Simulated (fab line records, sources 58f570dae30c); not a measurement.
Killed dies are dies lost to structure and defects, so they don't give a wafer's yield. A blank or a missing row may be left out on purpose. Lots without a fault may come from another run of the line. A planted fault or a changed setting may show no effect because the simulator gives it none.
One fault seen from 2 desks | flow berkeley_cmos170 | each desk has only its own numbers; what lay behind them comes last

THE TOOL OWNER'S DESK: litho_track-02
The tool's own readings at UCB170_ZERO_HMDS_00 (prime time 60 s): means of the sampled wafers that have a number, for each lot that ran on this tool. A lot is out of limits, marked OUT, if its mean lies more than 4 standard deviations from the usual mean; the brackets give that distance.
Columns: A = prime_temp_c at UCB170_ZERO_HMDS_00, usual 100.04 C
lot  | first seen here | A
L710 | day 2 00:53     | 100.20
L711 | day 2 01:17     | 100.29
L714 | day 2 11:50     | 100.12
L719 | day 3 19:09     | 99.97
L723 | day 4 14:40     | 94.00 (-40) OUT
L725 | day 4 21:31     | 93.88 (-41) OUT
This desk's finding: out of limits on L723, L725; first on L723, day 4 14:40 (prime_temp_c at UCB170_ZERO_HMDS_00). In limits: L710, L711, L714, L719.

THE METROLOGY DESK
What the gauges read, lot by lot, whatever tool the lot ran on: means of the sampled wafers that have a number. A lot is out of limits, marked OUT, if its mean lies more than 4 standard deviations from the usual mean; the brackets give that distance.
Columns: A = START_OXIDE_THK at UCB170_START_THK_MEAS_03, usual 20.0 nm; B = NWELL_NITRIDE_THK at UCB170_NWELL_THK_MEAS_05, usual 224.2 nm
lot  | first seen here | A    | B
L711 | day 1 19:49     | 20.5 | 224.0
L710 | day 1 19:50     | 20.2 | 224.8
L712 | day 2 01:56     | 20.2 | 221.5
L714 | day 2 08:04     | 20.2 | 225.1
L715 | day 2 14:43     | 19.4 | 223.3
L716 | day 2 21:55     | 20.0 | 226.3
L717 | day 3 02:07     | 20.1 | 224.4
L718 | day 3 08:14     | 20.1 | 224.1
L719 | day 3 12:58     | 19.8 | 223.3
L723 | day 4 08:59     | 19.4 | 222.8
L725 | day 4 18:25     | 19.8 | 221.9
L728 | day 5 05:41     | 19.5 | 224.9
L731 | day 6 00:52     | 20.0 | 228.1
L733 | day 6 10:15     | 20.4 | 224.1
This desk's finding: nothing out of limits on any of the 14 lots.

PUT TOGETHER
The tool owner's desk could have raised an alarm at day 4 14:40, on L723, L725.
The metrology desk saw nothing out of limits.
The metrology desk has L723, L725 on record, within its limits.
Of the lots named, all ran UCB170_ZERO_HMDS_00 on litho_track-02.

WHAT THE SIMULATOR HAD PUT IN
Process parameter drift: litho_track-02, from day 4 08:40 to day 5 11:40, at UCB170_ZERO_HMDS_00. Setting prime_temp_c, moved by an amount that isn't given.
Lots struck among those shown: L723, L725.
Hours from the fault's start to each desk's first reading out of limits: the tool owner's desk, 6.
